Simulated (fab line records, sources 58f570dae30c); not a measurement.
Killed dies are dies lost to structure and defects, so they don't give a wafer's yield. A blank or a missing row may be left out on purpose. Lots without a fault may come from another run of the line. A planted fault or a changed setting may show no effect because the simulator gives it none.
One fault seen from 2 desks | flow berkeley_cmos170 | each desk has only its own numbers; what lay behind them comes last

THE METROLOGY DESK
What the gauges read, lot by lot, whatever tool the lot ran on: means of the sampled wafers that have a number. A lot is out of limits, marked OUT, if its mean lies more than 4 standard deviations from the usual mean; the brackets give that distance.
Columns: A = START_OXIDE_THK at UCB170_START_THK_MEAS_03, usual 20.3 nm; B = NWELL_TW at UCB170_NWELL_TW_MEAS_16, usual 1247; C = ACTIVE_NITRIDE_THK at UCB170_ACTIVE_THK_MEAS_06, usual 219.7 nm
lot  | first seen here | A    | B               | C
L163 | day 1 19:15     | 20.4 | 1256            | 218.1
L164 | day 1 19:15     | 20.3 | 1252            | 220.9
L168 | day 2 17:23     | 20.7 | 1241            | 220.5
L170 | day 2 22:59     | 20.3 | 1241            | 222.1
L169 | day 2 23:00     | 20.1 | 1241            | 218.3
L172 | day 3 13:28     | 19.8 | 1242            | 220.2
L173 | day 3 17:07     | 20.4 | 1305 (+8.2) OUT | 222.3
L174 | day 3 20:35     | 20.3 | 1237            | 219.8
L175 | day 4 10:58     | 20.4 | 1244            | 220.3
L176 | day 4 10:58     | 19.8 | 1307 (+8.4) OUT | 217.0
L179 | day 4 23:10     | 20.3 | 1245            | 219.9
L181 | day 5 07:37     | 20.6 | 1243            | 216.7
L182 | day 5 14:17     | 21.2 | 1255            | 218.0
L184 | day 6 00:09     | 20.4 | 1261            | 218.0
This desk's finding: out of limits on L173, L176; first on L173, day 4 21:06 (NWELL_TW at UCB170_NWELL_TW_MEAS_16). In limits: L163, L164, L168, L170, L169, L172, L174, L175, L179, L181, L182, L184.

THE TOOL OWNER'S DESK: implanter-03
The tool's own readings at UCB170_NWELL_IMPLANT_14: means of the sampled wafers that have a number, for each lot that ran on this tool. A lot is out of limits, marked OUT, if its mean lies more than 4 standard deviations from the usual mean; the brackets give that distance.
Columns: A = dose_ions_cm2 at UCB170_NWELL_IMPLANT_14, usual 1e+13; B = faraday_current_uA at UCB170_NWELL_IMPLANT_14, usual 31.7
lot  | first seen here | A                       | B
L163 | day 2 15:07     | 1e+13                   | 31.1
L168 | day 3 14:41     | 1e+13                   | 32.3
L169 | day 3 19:41     | 1e+13                   | 31.6
L173 | day 4 20:52     | 1e+13 (+99 or more) OUT | 37.3 (+9.7) OUT
L176 | day 5 06:35     | 1e+13 (+99 or more) OUT | 37.3 (+9.7) OUT
This desk's finding: out of limits on L173, L176; first on L173, day 4 20:52 (dose_ions_cm2 at UCB170_NWELL_IMPLANT_14). In limits: L163, L168, L169.

PUT TOGETHER
The tool owner's desk could have raised an alarm at day 4 20:52, on L173, L176.
The metrology desk could have raised an alarm at day 4 21:06, on L173, L176.
Of the lots named, all ran UCB170_NWELL_IMPLANT_14 on implanter-03.

WHAT THE SIMULATOR HAD PUT IN
Process parameter drift: implanter-03, from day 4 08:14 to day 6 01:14, at UCB170_NWELL_IMPLANT_14. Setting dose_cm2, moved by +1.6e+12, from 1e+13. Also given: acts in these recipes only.
Lots struck among those shown: L173, L176.
Hours from the fault's start to each desk's first reading out of limits: the tool owner's desk, 13; the metrology desk, 13.
